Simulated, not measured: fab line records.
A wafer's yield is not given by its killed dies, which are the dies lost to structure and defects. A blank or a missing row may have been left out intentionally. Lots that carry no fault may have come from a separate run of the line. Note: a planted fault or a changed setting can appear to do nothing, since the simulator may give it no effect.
Which of the tools did it?    flow berkeleyCmos170    14 lots with 42 wafers sampled at 6 steps, on a route of 331 steps

== WHAT EACH GAUGE READ, for each wafer ==
UCB170_PLDD_OVL_MEAS_07.
lot   measured      on          PLDD_OVL (nm)
L279  day 6 16:42   overlay-02  -4 -3 -7
L281  day 7 02:40   overlay-01  2 -3 7
L282  day 7 02:56   overlay-02  2 -9 -1
L288  day 8 08:55   overlay-02  -1 8 4
L285  day 8 09:16   overlay-01  3 9 7
L291  day 9 01:59   overlay-02  2 1 5
L292  day 9 02:29   overlay-01  1 -4 0
L294  day 9 17:37   overlay-02  5 5 5
L296  day 10 04:15  overlay-01  0 -3 -1
L295  day 10 04:36  overlay-01  -5 -6 -7
L293  day 10 04:47  overlay-01  -11 -7 -12
L301  day 10 15:35  overlay-02  -2 -2 -8
L299  day 10 16:35  overlay-02  -5 5 -6
L298  day 10 16:52  overlay-01  4 2 1

UCB170_NLDD_TW_MEAS_11.
lot   measured      on            NLDD_TW
L279  day 6 19:43   filmMetro-03  2248 2231 2233
L281  day 7 04:58   filmMetro-02  2208 2215 2220
L282  day 7 06:01   filmMetro-01  2249 2226 2227
L288  day 8 11:49   filmMetro-01  2237 2244 2246
L285  day 8 12:33   filmMetro-01  2254 2235 2240
L291  day 9 04:14   filmMetro-03  2231 2229 2225
L292  day 9 04:41   filmMetro-03  2222 2225 2244
L294  day 9 20:01   filmMetro-03  2138 2136 2133
L296  day 10 06:40  filmMetro-01  2248 2268 2249
L295  day 10 06:53  filmMetro-02  2114 2117 2122
L293  day 10 07:10  filmMetro-01  2258 2260 2253
L301  day 10 21:08  filmMetro-03  2236 2233 2231
L299  day 10 21:49  filmMetro-03  2225 2223 2231
L298  day 10 21:56  filmMetro-02  2203 2201 2215

UCB170_PSD_TW_MEAS_10.
lot   measured      on            PSD_TW
L279  day 7 01:38   filmMetro-02  2328 2341 2336
L281  day 7 11:32   filmMetro-01  2360 2342 2357
L282  day 7 11:32   filmMetro-02  2340 2354 2339
L288  day 8 17:56   filmMetro-03  2341 2354 2361
L285  day 8 17:50   filmMetro-03  2349 2352 2344
L291  day 9 11:35   filmMetro-03  2359 2357 2369
L292  day 9 12:03   filmMetro-01  2395 2387 2388
L294  day 10 02:13  filmMetro-01  2374 2381 2387
L296  day 10 13:32  filmMetro-01  2384 2375 2385
L295  day 10 13:49  filmMetro-02  2343 2322 2334
L293  day 10 14:12  filmMetro-02  2330 2336 2331
L301  day 11 02:19  filmMetro-02  2360 2344 2350
L299  day 11 02:34  filmMetro-03  2355 2355 2368
L298  day 11 02:59  filmMetro-02  2358 2348 2353

UCB170_SDANNEAL_RS_MEAS_05: the measuring method here is four-point-probe.
lot   measured      on            NLDD_RS (ohm/sq)
L279  day 7 06:07   filmMetro-03  615.9 615.8 617.1
L281  day 7 16:14   filmMetro-01  615.3 615.6 615.4
L282  day 7 16:21   filmMetro-03  617.7 618.1 617.0
L288  day 8 21:36   filmMetro-01  617.3 616.3 615.8
L285  day 8 21:13   filmMetro-03  615.3 615.8 616.7
L291  day 9 16:03   filmMetro-02  614.8 616.4 616.4
L292  day 9 16:28   filmMetro-03  615.7 613.9 616.8
L294  day 10 06:21  filmMetro-02  536.3 536.2 536.5
L296  day 10 17:40  filmMetro-03  616.9 615.3 615.5
L295  day 10 18:03  filmMetro-02  537.0 537.6 537.8
L293  day 10 22:38  filmMetro-03  615.4 615.4 615.4
L301  day 11 06:05  filmMetro-01  616.4 615.8 616.9
L299  day 11 05:57  filmMetro-03  617.9 617.8 618.0
L298  day 11 06:32  filmMetro-01  615.7 615.0 614.8

== WHICH TOOL RAN EACH LOT (tool, then ch and the chambers of the sampled wafers, then the start) ==
lot   UCB170_PLDD_STRIP_10                 UCB170_NLDD_IMPLANT_08
L279  plasmaAsher-03 ch 0,1, day 6 17:02   implanter-01 ch 0, day 6 19:19
L281  plasmaAsher-03 ch 0, day 7 03:00     implanter-01 ch 0, day 7 04:35
L282  plasmaAsher-02 ch 0,1, day 7 03:16   implanter-01 ch 0, day 7 05:36
L288  plasmaAsher-03 ch 0, day 8 09:15     implanter-03 ch 0, day 8 11:25
L285  plasmaAsher-02 ch 0,1, day 8 09:37   implanter-02 ch 0, day 8 12:12
L291  plasmaAsher-02 ch 0,1, day 9 02:19   implanter-03 ch 0, day 9 03:51
L292  plasmaAsher-04 ch 0,1, day 9 02:49   implanter-02 ch 0, day 9 04:17
L294  plasmaAsher-02 ch 0,1, day 9 17:57   implanter-01 ch 0, day 9 19:37
L296  plasmaAsher-02 ch 0,1, day 10 04:36  implanter-03 ch 0, day 10 06:17
L295  plasmaAsher-02 ch 0,1, day 10 05:03  implanter-01 ch 0, day 10 06:31
L293  plasmaAsher-03 ch 0,1, day 10 05:10  implanter-02 ch 0, day 10 06:47
L301  plasmaAsher-03 ch 0,1, day 10 15:56  implanter-03 ch 0, day 10 20:46
L299  plasmaAsher-02 ch 0,1, day 10 16:55  implanter-02 ch 0, day 10 21:25
L298  plasmaAsher-04 ch 0,1, day 10 17:11  implanter-03 ch 0, day 10 21:33
- UCB170_PLDD_STRIP_10: strips in O2.
- UCB170_NLDD_IMPLANT_08

== WHAT THE TOOLS THEMSELVES READ (means of the sampled wafers that have a number; where no wafer has one, the mark that the record gives instead) ==
UCB170_PLDD_STRIP_10.
lot   tool            drypumpMotorCurrentA (A)  o2FlowSccm (sccm)  oesProductAu (a.u.)  stripTimeToEndpointS (s)
L279  plasmaAsher-03  5.2                       400.8              0.737                21.61
L281  plasmaAsher-03  5.2                       400.4              0.731                21.55
L282  plasmaAsher-02  5.0                       400.0              0.727                21.66
L288  plasmaAsher-03  5.2                       400.9              0.734                21.64
L285  plasmaAsher-02  5.0                       400.7              0.736                21.65
L291  plasmaAsher-02  5.0                       399.7              0.735                21.59
L292  plasmaAsher-04  6.3                       400.4              0.737                21.59
L294  plasmaAsher-02  5.0                       398.9              0.730                21.71
L296  plasmaAsher-02  5.0                       400.0              0.735                21.61
L295  plasmaAsher-02  5.0                       400.0              0.737                21.62
L293  plasmaAsher-03  5.2                       400.6              0.735                21.50
L301  plasmaAsher-03  5.2                       399.9              0.737                21.66
L299  plasmaAsher-02  5.0                       399.9              0.737                21.61
L298  plasmaAsher-04  6.3                       401.4              0.734                21.62

UCB170_NLDD_IMPLANT_08.
lot   tool          rotationDeg (degrees)  tiltDeg (degrees)
L279  implanter-01  0.002                  7.013
L281  implanter-01  -0.013                 7.008
L282  implanter-01  0.016                  6.988
L288  implanter-03  0.024                  7.012
L285  implanter-02  0.007                  6.997
L291  implanter-03  -0.010                 6.996
L292  implanter-02  0.010                  7.007
L294  implanter-01  -0.012                 -0.006
L296  implanter-03  0.020                  7.011
L295  implanter-01  0.002                  0.018
L293  implanter-02  -0.004                 6.991
L301  implanter-03  0.003                  7.022
L299  implanter-02  0.009                  7.010
L298  implanter-03  0.015                  6.986

== THE ANSWER, worked out from the rows above alone ==
Rule: what is usual is taken from the lots themselves. Put in order of their means at a reading, lots are off if they are a third of the lots or fewer, leave a main group of 4 or more, and stand apart from it by a gap of 3 or more times the standard deviation of the main group's means; of several such gaps the widest counts. A main group whose means are all the same, to the digits that the tables above print for the reading, isn't used. Also off: a lot with no number at a reading for which 4 or more lots have one. All remaining lots with rows at the step are treated as sound. First the gauges in route order, then the tools' own readings, where a lot's mean is used as printed above. The first step at which some lot is off is used, and at that step the reading that is off furthest; a lot without a number counts as furthest.
Off: at UCB170_NLDD_TW_MEAS_11 (NLDD_TW), L294, L295. The main group: mean 2234, standard deviation 14.
If a tool, at a process step before that reading, ran all the lots that are off and no sound lot after the first of them, it fits. Not tried: the gauges at UCB170_NLDD_TW_MEAS_11; whatever is off there is also off at UCB170_NLDD_IMPLANT_08, on other tools, and gauge error can't account for it. One candidate fits, namely implanter-01 at UCB170_NLDD_IMPLANT_08. A fault onset in the window from L282 (day 7 05:36, its last sound lot) to L294 (day 9 19:37, its first lot off) fits.
The tool's own readings at UCB170_NLDD_IMPLANT_08 bear it out: on the lots that are off they differ by more than 5 times the standard deviation of the sound lots' means. tiltDeg reads 0.006 degrees there against 7.003 degrees on the sound lots.

== WHAT THE SIMULATOR PUT IN ==
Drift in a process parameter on implanter-01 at UCB170_NLDD_IMPLANT_08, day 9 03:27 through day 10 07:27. The setting tiltDeg was moved by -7, starting from 7. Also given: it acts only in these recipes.
Struck lots among those shown: L294, L295. The same result came from the rule above.
